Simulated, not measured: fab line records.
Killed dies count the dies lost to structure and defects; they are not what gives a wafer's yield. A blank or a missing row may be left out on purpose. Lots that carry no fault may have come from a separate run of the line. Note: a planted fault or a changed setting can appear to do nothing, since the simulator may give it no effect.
fab line records | flow rit-cmos
record lots=14 wafers=42 last-day=7
route steps=202 shown PRETRO@74 PSD@151 SILICIDE@162 M1@202
lots that met no fault: taken from a fault-free run of the same line
start-h: start of the lot's first displayed wafer, in hours after the record's first day | wait-h: hours elapsed since this lot's preceding step | " unchanged from the row above | L1.1+2: one row covering several wafers at once | - either no value or no given start | * or withheld: withheld | < > ~ a bound
route shown NAME@n: a module of which the file shows steps, and the number in the route of the first | usual: the fault-free wafers' mean and standard deviation | same: alike in all rows | chamber/n: place in a boat | sites: readings site by site | _std_site: the values' standard deviation | _edge_site: outer sites' mean less inner sites' | radius-mm: how far each site lies from the wafer's centre | mask NAME#n: copy n | behind: the last tool/chamber to shape the wafer | hold: what put the lot on hold/how long, in hours/how the hold closed | device: which transistor (n, p or np) failed to switch | end of line: the route-end tests of the same wafers | a step with no rows: only its recipe | killed: not the wafer's yield, but the dies lost to structure and defects at the first sort | map: dies across one wafer; x = killed, . = not, _ = none there
set.NAME: the setting the step ran with; set.NAME@STEP: the setting that earlier step ran with | model.NAME: the simulator's own value behind a step, which no gauge read
steps of the route over a sample of lots; a table a step, a row a wafer
services: the hour from which a tool's chamber was out of use, counted from the record's first day as start-h (under 0 if before that day), plus the number of hours and why
## steps
# step RIT_PRETRO_TW_MEAS_10
# usual PRETRO_TW=483/4.7
# columns lot.wafer tool chamber start-h wait-h PRETRO_TW
L786.1 film-metro-03 - 31.78 0.1 479
L786.2 " - " " 479
L786.5 " - " " 481
L787.2 film-metro-01 - 37.37 0.1 478
L787.5 " - " " 477
L787.6 " - " " 477
L788.1 film-metro-01 - 43.64 0.1 475
L788.4 " - " " 476
L788.5 " - " " 475
L789.1 film-metro-04 - 47.66 0.1 490
L789.5 " - " " 488
L789.6 " - " " 490
L796.1 film-metro-04 - 82.73 0.1 484
L796.4 " - " " 486
L796.6 " - " " 484
L799.2 film-metro-04 - 98.27 0.1 486
L799.3 " - " " 488
L799.5 " - " " 486
L800.2 film-metro-04 - 101.99 0.1 486
L800.3 " - " " 489
L800.4 " - " " 487
L802.1 film-metro-04 - 115.33 0.1 489
L802.2 " - " " 485
L802.5 " - " " 486
L804.1 film-metro-03 - 126.82 0.1 482
L804.2 " - " " 481
L804.6 " - " " 482
L805.1 film-metro-01 - 128.56 0.1 474
L805.3 " - " " 477
L805.5 " - " " 477
L806.1 film-metro-03 - 134.34 0.1 482
L806.2 " - " " 482
L806.3 " - " " 484
L807.4 film-metro-04 - 138.21 0.1 488
L807.5 " - " " 485
L807.6 " - " " 483
L808.2 film-metro-03 - 141.73 0.1 482
L808.3 " - " " 483
L808.4 " - " " 482
L809.1 film-metro-04 - 147.60 0.1 483
L809.5 " - " " 486
L809.6 " - " " 485
# step RIT_PSD_STRIP_09
# recipe chemistry=O2 time-s=180 resist=NOVOLAK platen-temp-c=withheld power-w=500 pressure-mtorr=4000 o2-flow-sccm=4000
# usual drypump-motor-current-A=5.9/0.66
# columns lot.wafer tool chamber start-h wait-h drypump-motor-current-A rf-hours-counter-h
L786.1 plasma-asher-01 1 48.57 0.1 5.6 42
L786.2 " 0 " " 6.8 42
L786.5 " 0 " " 6.8 -
L787.2 plasma-asher-03 1 54.99 0.1 4.9 39
L787.5 " 0 " " 6.2 -
L787.6 " 1 " " 4.9 -
L788.1 plasma-asher-04 0 63.11 0.1 6.3 45
L788.4 " 1 " " 5.2 -
L788.5 " 1 " " 5.1 -
L789.1 plasma-asher-03 1 65.42 0.1 4.9 40
L789.5 " 1 " " 4.9 -
L789.6 " 0 " " 6.2 -
L796.1 plasma-asher-01 1 99.55 0.1 5.6 46
L796.4 " 1 " " 5.6 -
L796.6 " 1 " " 5.6 -
L799.2 plasma-asher-03 1 119.79 0.1 4.9 47
L799.3 " 0 " " 6.2 -
L799.5 " 0 " " 6.2 -
L800.2 plasma-asher-01 1 121.81 0.1 5.6 48
L800.3 " 0 " " 6.8 -
L800.4 " 1 " " 5.6 -
L802.1 plasma-asher-01 0 134.63 0.1 6.7 50
L802.2 " 1 " " 5.6 50
L802.5 " 0 " " 6.7 -
L804.1 plasma-asher-01 0 144.07 0.1 6.8 51
L804.2 " 1 " " 5.7 51
L804.6 " 0 " " 6.8 -
L805.1 plasma-asher-03 0 146.47 0.1 6.2 50
L805.3 " 0 " " 6.2 -
L805.5 " 0 " " 6.2 -
L806.1 plasma-asher-03 1 153.49 0.1 4.9 51
L806.2 " 0 " " 6.2 51
L806.3 " 0 " " 6.2 -
L807.4 plasma-asher-01 0 156.52 0.1 6.7 -
L807.5 " 0 " " 6.8 -
L807.6 " 1 " " 5.7 -
L808.2 plasma-asher-01 0 159.73 0.1 6.8 52
L808.3 " 0 " " 6.8 -
L808.4 " 1 " " 5.6 -
L809.1 plasma-asher-01 0 165.71 0.1 6.8 53
L809.5 " 0 " " 6.8 -
L809.6 " 1 " " 5.6 -
# step RIT_SILICIDE_SPUTTER_01
# recipe material=Ti target-thk-nm=30 power-w=354.1 chamber-pressure-pa=0.667 gas=Ar time-s=240 substrate-temp-c=25
# usual throttle-valve-pct=29.8/1.4
# columns lot.wafer tool chamber start-h wait-h throttle-valve-pct
L786.1 pvd-sputter-01 - 50.20 0.0 28.4
L786.2 " - " " 32.1
L786.5 " - " " 29.5
L787.2 pvd-sputter-03 - 56.35 0.0 29.6
L787.5 " - " " 31.6
L787.6 " - " " 29.9
L788.1 pvd-sputter-01 - 64.29 0.0 28.1
L788.4 " - " " 28.9
L788.5 " - " " 28.8
L788.1 pvd-sputter-01 - 64.60 0.2 28.1
L788.4 " - " " 29.2
L788.5 " - " " 29.0
L789.1 pvd-sputter-03 - 66.57 0.0 30.9
L789.5 " - " " 30.9
L789.6 " - " " 29.9
L796.1 pvd-sputter-01 - 100.87 0.0 28.6
L796.4 " - " " 29.7
L796.6 " - " " 28.1
L799.2 pvd-sputter-04 - 120.96 0.0 30.4
L799.3 " - " " 28.1
L799.5 " - " " 30.4
L799.2 pvd-sputter-04 - 121.28 0.2 30.3
L799.3 " - " " 28.0
L799.5 " - " " 30.2
L800.2 pvd-sputter-01 - 123.14 0.0 29.5
L800.3 " - " " 29.1
L800.4 " - " " 28.0
L802.1 pvd-sputter-01 - 135.82 0.0 29.4
L802.2 " - " " 28.2
L802.5 " - " " 31.9
L804.1 pvd-sputter-01 - 145.22 0.0 29.0
L804.2 " - " " 32.2
L804.6 " - " " 32.0
L805.1 pvd-sputter-03 - 147.79 0.0 28.1
L805.3 " - " " 31.1
L805.5 " - " " 28.2
L806.1 pvd-sputter-01 - 154.99 0.0 28.0
L806.2 " - " " 29.8
L806.3 " - " " 32.1
L807.4 pvd-sputter-03 - 157.63 0.0 28.2
L807.5 " - " " 29.9
L807.6 " - " " 31.6
L808.2 pvd-sputter-01 - 160.89 0.0 28.1
L808.3 " - " " 28.9
L808.4 " - " " 32.2
L809.1 pvd-sputter-04 - 167.05 0.0 30.3
L809.5 " - " " 30.2
L809.6 " - " " 28.0
# step RIT_SILICIDE_RS_MEAS_02
# recipe thk-meas-gauge=four-point-probe reads=Ti_of_SILICIDE_SPUTTER_01
# usual SILICIDE_TI_RS=47.2/0.74
# columns lot.wafer tool chamber start-h wait-h SILICIDE_TI_RS[ohm/sq]
L786.1 film-metro-02 - 50.35 0.1 46.5
L786.2 " - " " 47.7
L786.5 " - " " 47.2
L787.2 film-metro-01 - 56.52 0.1 47.3
L787.5 " - " " 46.8
L787.6 " - " " 47.6
L788.1 film-metro-01 - 64.75 0.1 19.9
L788.4 " - " " 20.1
L788.5 " - " " 20.0
L789.1 film-metro-01 - 66.72 0.1 46.0
L789.5 " - " " 45.7
L789.6 " - " " 46.9
L796.1 film-metro-01 - 101.02 0.1 47.1
L796.4 " - " " 46.7
L796.6 " - " " 46.8
L799.2 film-metro-01 - 121.45 0.1 20.2
L799.3 " - " " 20.6
L799.5 " - " " 20.1
L800.2 film-metro-02 - 123.31 0.1 47.2
L800.3 " - " " 47.2
L800.4 " - " " 46.5
L802.1 film-metro-04 - 135.97 0.1 46.5
L802.2 " - " " 46.7
L802.5 " - " " 47.9
L804.1 film-metro-01 - 145.37 0.1 47.2
L804.2 " - " " 48.0
L804.6 " - " " 47.9
L805.1 film-metro-04 - 147.94 0.1 47.9
L805.3 " - " " 46.4
L805.5 " - " " 47.8
L806.1 film-metro-01 - 155.14 0.1 46.6
L806.2 " - " " 47.5
L806.3 " - " " 48.4
L807.4 film-metro-02 - 157.84 0.1 47.3
L807.5 " - " " 47.3
L807.6 " - " " 46.9
L808.2 film-metro-01 - 161.06 0.1 46.2
L808.3 " - " " 46.6
L808.4 " - " " 47.0
L809.1 film-metro-01 - 167.20 0.1 46.4
L809.5 " - " " 47.4
L809.6 " - " " 48.0
# step RIT_SILICIDE_THK_MEAS_03
# recipe thk-meas-gauge=xrf reads=Ti_of_SILICIDE_SPUTTER_01
# usual SILICIDE_TI_THK=30.3/0.4
# columns lot.wafer tool chamber start-h wait-h SILICIDE_TI_THK[nm]
L786.1 film-metro-02 - 50.47 0.1 30.5
L786.2 " - " " 29.9
L786.5 " - " " 30.2
L787.2 film-metro-01 - 56.63 0.1 30.1
L787.5 " - " " 30.4
L787.6 " - " " 30.1
L788.1 film-metro-01 - 64.87 0.1 61.0
L788.4 " - " " 60.6
L788.5 " - " " 60.5
L789.1 film-metro-01 - 66.84 0.1 30.9
L789.5 " - " " 31.1
L789.6 " - " " 30.3
L796.1 film-metro-01 - 101.14 0.1 30.2
L796.4 " - " " 30.5
L796.6 " - " " 30.6
L799.2 film-metro-01 - 121.56 0.1 60.4
L799.3 " - " " 59.3
L799.5 " - " " 60.8
L800.2 film-metro-02 - 123.42 0.1 30.0
L800.3 " - " " 30.1
L800.4 " - " " 30.5
L802.1 film-metro-04 - 136.09 0.1 30.7
L802.2 " - " " 30.7
L802.5 " - " " 30.2
L804.1 film-metro-01 - 145.49 0.1 30.2
L804.2 " - " " 29.8
L804.6 " - " " 29.9
L805.1 film-metro-04 - 148.06 0.1 30.1
L805.3 " - " " 30.7
L805.5 " - " " 30.1
L806.1 film-metro-01 - 155.26 0.1 30.5
L806.2 " - " " 30.2
L806.3 " - " " 29.7
L807.4 film-metro-02 - 157.93 0.1 29.9
L807.5 " - " " 29.8
L807.6 " - " " 30.1
L808.2 film-metro-01 - 161.17 0.1 30.8
L808.3 " - " " 30.5
L808.4 " - " " 30.4
L809.1 film-metro-01 - 167.32 0.1 30.7
L809.5 " - " " 30.1
L809.6 " - " " 29.9
# step RIT_SILICIDE_RTA_04
# recipe temp-c=650 time-s=10 idle-temp-c=25 ramp-up-s=5 ramp-down-s=5 cool-to-c=25 ambient=N2
# usual wafer_temp_C_max=653.8/0.82
# columns lot.wafer tool chamber start-h wait-h wafer_temp_C_max
L786.1 rtp-anneal-01 0 50.53 0.1 652.7
L786.2 " 0 " " 653.4
L786.5 " 0 " " 654.1
L787.2 rtp-anneal-02 0 56.69 0.1 653.6
L787.5 " 0 " " 654.3
L787.6 " 0 " " 652.9
L788.1 rtp-anneal-01 0 64.93 0.1 653.0
L788.4 " 0 " " 653.5
L788.5 " 0 " " 652.8
L789.1 rtp-anneal-02 0 66.90 0.1 655.4
L789.5 " 0 " " 654.1
L789.6 " 0 " " 654.2
L796.1 rtp-anneal-01 0 101.20 0.1 652.8
L796.4 " 0 " " 653.4
L796.6 " 0 " " 653.4
L799.2 rtp-anneal-02 0 121.62 0.1 655.9
L799.3 " 0 " " 654.1
L799.5 " 0 " " 654.3
L800.2 rtp-anneal-01 0 123.48 0.1 653.7
L800.3 " 0 " " 653.0
L800.4 " 0 " " 653.2
L802.1 rtp-anneal-01 0 136.15 0.1 652.9
L802.2 " 0 " " 653.6
L802.5 " 0 " " 654.0
L804.1 rtp-anneal-01 0 145.55 0.1 653.3
L804.2 " 0 " " 652.7
L804.6 " 0 " " 653.4
L805.1 rtp-anneal-02 0 148.12 0.1 654.6
L805.3 " 0 " " 653.3
L805.5 " 0 " " 653.7
L806.1 rtp-anneal-01 0 155.32 0.1 653.3
L806.2 " 0 " " 653.0
L806.3 " 0 " " 653.1
L807.4 rtp-anneal-02 0 157.99 0.1 653.3
L807.5 " 0 " " 653.2
L807.6 " 0 " " 654.8
L808.2 rtp-anneal-01 0 161.23 0.1 653.8
L808.3 " 0 " " 652.7
L808.4 " 0 " " 653.6
L809.1 rtp-anneal-02 0 167.38 0.1 653.2
L809.5 " 0 " " 653.5
L809.6 " 0 " " 653.1
# step RIT_M1_PROBE_99
# usual killed_at_M0_to_M3=0.1/0.34 killed-at-contacts=0.1/0.26 killed-at-front-end=7/3.1 killed-dies=7/3.1 killed-open=3.5/1.9 killed-short=3.4/2.1
# same gross-dies=264 killed_at_M4_up=0 killed-at-back-side=0 killed-at-other=0
# columns lot.wafer tool chamber start-h wait-h killed_at_M0_to_M3 killed-at-contacts killed-at-front-end killed-dies killed-open killed-short
L788.1 prober-02 - 72.98 0.1 0 0 14 14 5 9
L788.4 prober-02 - 73.13 0.2 0 0 12 12 7 5
L788.5 prober-02 - 73.18 0.2 0 0 3 3 0 2
L799.2 prober-01 - 129.44 0.1 0 0 3 3 2 1
L799.3 prober-01 - 129.49 0.2 0 0 9 9 5 4
L799.5 prober-01 - 129.59 0.2 0 0 6 6 2 4
L802.1 prober-02 - 142.89 0.1 0 0 6 6 3 3
L802.2 prober-02 - 142.94 0.1 0 0 3 3 1 2
L802.5 prober-02 - 143.09 0.2 0 0 15 15 8 7
L804.1 prober-02 - 152.57 0.1 0 0 9 9 4 5
L804.2 prober-02 - 152.62 0.1 0 0 6 6 3 3
L804.6 prober-02 - 152.82 0.2 0 0 5 5 4 1
L805.1 prober-01 - 154.66 0.1 0 1 7 8 5 3
L805.3 prober-01 - 154.76 0.2 0 1 8 9 3 6
L805.5 prober-01 - 154.86 0.2 0 0 8 8 3 5
L806.1 prober-02 - 162.20 0.1 0 0 9 9 6 3
L806.2 prober-02 - 162.25 0.1 0 2 6 8 4 4
L806.3 prober-02 - 162.30 0.2 0 0 10 10 6 4
L807.4 prober-01 - 164.91 0.2 0 0 2 2 1 1
L807.5 prober-01 - 164.96 0.2 0 0 10 10 7 3
L807.6 prober-01 - 165.01 0.2 0 0 5 5 2 3
L808.2 prober-02 - 168.36 0.1 0 0 4 4 3 1
L808.3 prober-02 - 168.41 0.2 0 0 6 6 3 3
L808.4 prober-02 - 168.46 0.2 0 0 7 7 4 3
L809.1 prober-01 - 174.25 0.1 0 0 5 5 3 2
L809.5 prober-01 - 174.45 0.2 0 0 6 6 3 3
L809.6 prober-01 - 174.50 0.2 0 0 7 7 4 3
# killed by level:class
L788.1 SILICIDE:geometric-particle:short=3 GATE:geometric-particle:open=2 GATE:geometric-particle:short=2 REOX:geometric-particle:short=2 SILICIDE:geometric-particle:open=2 FOX1:geometric-particle:short=1 FOX2:geometric-particle:open=1 SPACER:geometric-particle:short=1
L788.4 GATE:geometric-particle:short=3 GATE:geometric-particle:open=3 FOX1:geometric-particle:short=1 FOX1:geometric-particle:open=1 FOX2:geometric-particle:open=1 REOX:geometric-particle:open=1 SPACER:geometric-particle:short=1 SILICIDE:geometric-particle:open=1
L788.5 SILICIDE:geometric-particle:short=2 PWELL:coat-microbubble-printed=1
L799.2 FOX2:geometric-particle:open=1 GATE:geometric-particle:open=1 SILICIDE:geometric-particle:short=1
L799.3 GATE:geometric-particle:short=2 GATE:geometric-particle:open=2 SILICIDE:geometric-particle:open=2 FOX2:geometric-particle:open=1 SPACER:geometric-particle:short=1 SILICIDE:geometric-particle:short=1
L799.5 FOX1:geometric-particle:short=2 FOX1:geometric-particle:open=1 GATE:geometric-particle:open=1 SPACER:geometric-particle:short=1 SILICIDE:geometric-particle:short=1
L802.1 GATE:geometric-particle:short=2 GATE:geometric-particle:open=1 REOX:geometric-particle:short=1 REOX:geometric-particle:open=1 SPACER:geometric-particle:open=1
L802.2 FOX1:geometric-particle:open=1 FOX2:geometric-particle:short=1 GATE:geometric-particle:short=1
L802.5 GATE:geometric-particle:open=5 GATE:geometric-particle:short=3 SILICIDE:geometric-particle:short=3 FOX2:geometric-particle:open=1 REOX:geometric-particle:short=1 REOX:geometric-particle:open=1 SILICIDE:geometric-particle:open=1
L804.1 FOX1:geometric-particle:short=1 FOX2:geometric-particle:short=1 FOX2:geometric-particle:open=1 GATE:geometric-particle:open=1 REOX:geometric-particle:open=1 REOX:geometric-particle:short=1 SPACER:geometric-particle:short=1 SPACER:geometric-particle:open=1
L804.2 GATE:geometric-particle:short=2 FOX2:geometric-particle:open=1 FOX2:geometric-particle:short=1 GATE:geometric-particle:open=1 SPACER:geometric-particle:open=1
L804.6 FOX1:geometric-particle:open=1 GATE:geometric-particle:open=1 REOX:geometric-particle:open=1 SPACER:geometric-particle:short=1 SILICIDE:geometric-particle:open=1
L805.1 FOX1:geometric-particle:open=2 GATE:geometric-particle:short=2 FOX1:geometric-particle:short=1 GATE:geometric-particle:open=1 REOX:geometric-particle:open=1 CONTACT:geometric-particle:open=1
L805.3 GATE:geometric-particle:short=3 FOX1:geometric-particle:short=2 FOX2:geometric-particle:short=1 GATE:geometric-particle:open=1 REOX:geometric-particle:open=1 CONTACT:geometric-particle:open=1
L805.5 GATE:geometric-particle:short=3 FOX1:geometric-particle:open=2 FOX1:geometric-particle:short=1 GATE:geometric-particle:open=1 SPACER:geometric-particle:short=1
L806.1 GATE:geometric-particle:open=3 SPACER:geometric-particle:open=2 FOX1:geometric-particle:short=1 FOX2:geometric-particle:open=1 GATE:geometric-particle:short=1 REOX:geometric-particle:short=1
L806.2 GATE:geometric-particle:open=3 FOX1:geometric-particle:short=1 GATE:geometric-particle:short=1 SILICIDE:geometric-particle:short=1 CONTACT:geometric-particle:short=1 CONTACT:geometric-particle:open=1
L806.3 GATE:geometric-particle:short=4 FOX1:geometric-particle:open=2 GATE:geometric-particle:open=2 REOX:geometric-particle:open=1 SPACER:geometric-particle:open=1
L807.4 GATE:geometric-particle:short=1 GATE:geometric-particle:open=1
L807.5 REOX:geometric-particle:open=3 GATE:geometric-particle:open=2 FOX1:geometric-particle:open=1 FOX2:geometric-particle:short=1 SPACER:geometric-particle:open=1 SPACER:geometric-particle:short=1 SILICIDE:geometric-particle:short=1
L807.6 FOX1:geometric-particle:short=1 GATE:geometric-particle:open=1 REOX:geometric-particle:short=1 SPACER:geometric-particle:open=1 SILICIDE:geometric-particle:short=1
L808.2 GATE:geometric-particle:open=3 GATE:geometric-particle:short=1
L808.3 GATE:geometric-particle:short=2 SPACER:geometric-particle:open=2 REOX:geometric-particle:open=1 SILICIDE:geometric-particle:short=1
L808.4 GATE:geometric-particle:short=2 SPACER:geometric-particle:open=2 REOX:geometric-particle:short=1 REOX:geometric-particle:open=1 SILICIDE:geometric-particle:open=1
L809.1 GATE:geometric-particle:short=2 GATE:geometric-particle:open=2 SPACER:geometric-particle:open=1
L809.5 FOX1:geometric-particle:short=1 FOX1:geometric-particle:open=1 FOX2:geometric-particle:short=1 GATE:geometric-particle:open=1 SPACER:geometric-particle:open=1 SILICIDE:geometric-particle:short=1
L809.6 FOX1:geometric-particle:open=2 FOX1:geometric-particle:short=1 GATE:geometric-particle:short=1 REOX:geometric-particle:open=1 REOX:geometric-particle:short=1 SILICIDE:geometric-particle:open=1
## services
# columns tool chamber start-h hours kind
pvd-sputter-04 - 27.55 3.3 repair
pvd-sputter-03 - 32.17 2.1 repair
plasma-asher-01 - 59.59 11.9 repair
pvd-sputter-04 - 97.90 2.4 repair
pvd-sputter-04 - 100.49 1.0 repair
plasma-asher-04 - 101.70 3.8 repair
plasma-asher-04 - 108.75 9.0 pm
plasma-asher-04 0 108.75 9.0 vent-cycle
plasma-asher-04 1 108.75 9.0 vent-cycle
plasma-asher-04 0 117.75 - clean
plasma-asher-04 1 117.75 - clean
plasma-asher-03 - 160.65 8.0 repair
## key
first-sign step=RIT_SILICIDE_SPUTTER_01 reading=visit direction=added
effect step=RIT_SILICIDE_RS_MEAS_02 reading=SILICIDE_TI_RS direction=down sigmas=37 usual=47.2 struck=20.2
effect step=RIT_SILICIDE_THK_MEAS_03 reading=SILICIDE_TI_THK direction=up sigmas=75 usual=30.3 struck=60.4
met-at RIT_SILICIDE_SPUTTER_01
struck-lots L788,L799
tester-left-out L788,L799
not-acting-at RIT_PRETRO_TW_MEAS_10,RIT_PSD_STRIP_09,RIT_SILICIDE_RTA_04
fault kind=repeated-step-whole tool=pvd-sputter-01,pvd-sputter-03,pvd-sputter-04 chamber=- onset-h=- steps=RIT_SILICIDE_SPUTTER_01 times=1 scope=struck-lots-only
# tester-left-out: of these lots the tester's yield and bins aren't shown, on N5 and GAA mostly nor the transistor test; their killed dies are dies lost to structure and defects alone, not to doping, threshold or leakage, so they don't give the yield
